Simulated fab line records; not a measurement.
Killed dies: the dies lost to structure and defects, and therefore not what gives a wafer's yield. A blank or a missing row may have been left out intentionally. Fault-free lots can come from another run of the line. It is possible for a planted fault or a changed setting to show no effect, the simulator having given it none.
Problem report in the 8D (eight disciplines) form, filled by code + flow rit-cmos + the parts of the form that need people (team, actions taken, sign-off) are left out

1. PROBLEM STATEMENT
Wafers without a fault read 6.7, standard deviation 2.7; killed-at-front-end at RIT_M1_PROBE_99 reads a mean of 166.3 on 6 wafers belonging to 2 lots. That is +59 standard deviations from the usual mean.
The first sign was on wafer L353.2 at day 6 10:05, on prober-01. The record has a number at this step for 6 wafers belonging to 2 lots. The rule behind "out" and "out of limits": a value lying over 4 standard deviations away from the usual mean. The rest of the wafers with a number are treated as sound.

2. WHAT IT IS, AND WHAT IT ISN'T
| question                    | is                                              | is not                                        |
|-----------------------------|-------------------------------------------------|-----------------------------------------------|
| which readings at this step | killed-at-front-end, killed-dies, killed-on-rim | killed-at-contacts, killed-open, killed-short |
| which lots                  | L353, L354                                      | -                                             |
| which wafers of those lots  | all that have a number                          | -                                             |
| read on which tools         | prober-01, prober-02                            | -                                             |
| when                        | from day 6 10:05                                | up to then (0 sound wafers)                   |

3. WHAT RULES OUT EACH SUSPECT
Counting: any tool at a process step up to the reading is kept as a suspect provided that every lot that is out went through it and no sound lot did after the first of them.
- furnace-03 at RIT_GATE_OXIDATION_05 (target thk 3 nm, ox time 270 s): kept. It ran every lot that is out, first L353 (day 5 07:03), and no sound lot after that.
Remaining after the count: furnace-03 at RIT_GATE_OXIDATION_05.

4. THE CAUSE (what the simulator had put in)
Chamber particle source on furnace-03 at RIT_GATE_OXIDATION_05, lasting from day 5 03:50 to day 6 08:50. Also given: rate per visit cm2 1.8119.
After counting, this tool was the only one left.

5. SEQUENCE OF EFFECTS, ordered by route
One row per reading whose mean, taken over the struck wafers that have a number, lies over 3 standard deviations from the usual. Scope: only readings with a usual standard deviation given in the record; hours: median across lots of the time from each lot's start at the first step in this table that gives one to its start at this step; sigmas: change in usual standard deviations.
| hours | step            | reading             | usual | on struck wafers | change | sigmas |
|-------|-----------------|---------------------|-------|------------------|--------|--------|
| 0     | RIT_M1_PROBE_99 | killed-at-front-end | 6.7   | 166.3            | +159.6 | +59    |
| 0     | RIT_M1_PROBE_99 | killed-dies         | 6.7   | 166.3            | +159.6 | +59    |
| 0     | RIT_M1_PROBE_99 | killed-on-rim       | 1.8   | 43.8             | +42.0  | +35    |
Process steps it contains:
- RIT_M1_PROBE_99

6. WHAT WOULD HAVE CAUGHT IT SOONER
30 hours passed between the start of the fault at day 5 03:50 and the first reading out of limits in this record, taken at day 6 10:05.
Of the tool readings at RIT_GATE_OXIDATION_05 for which the record gives a usual standard deviation, none was out on any struck wafer, so an alarm limit of 4 standard deviations on them would not have fired.
The start of RIT_GATE_OXIDATION_05 on furnace-03 came by day 6 10:05 for every one of the lots that are out (2). Had the tool been put on hold then, not one of them would have been saved.
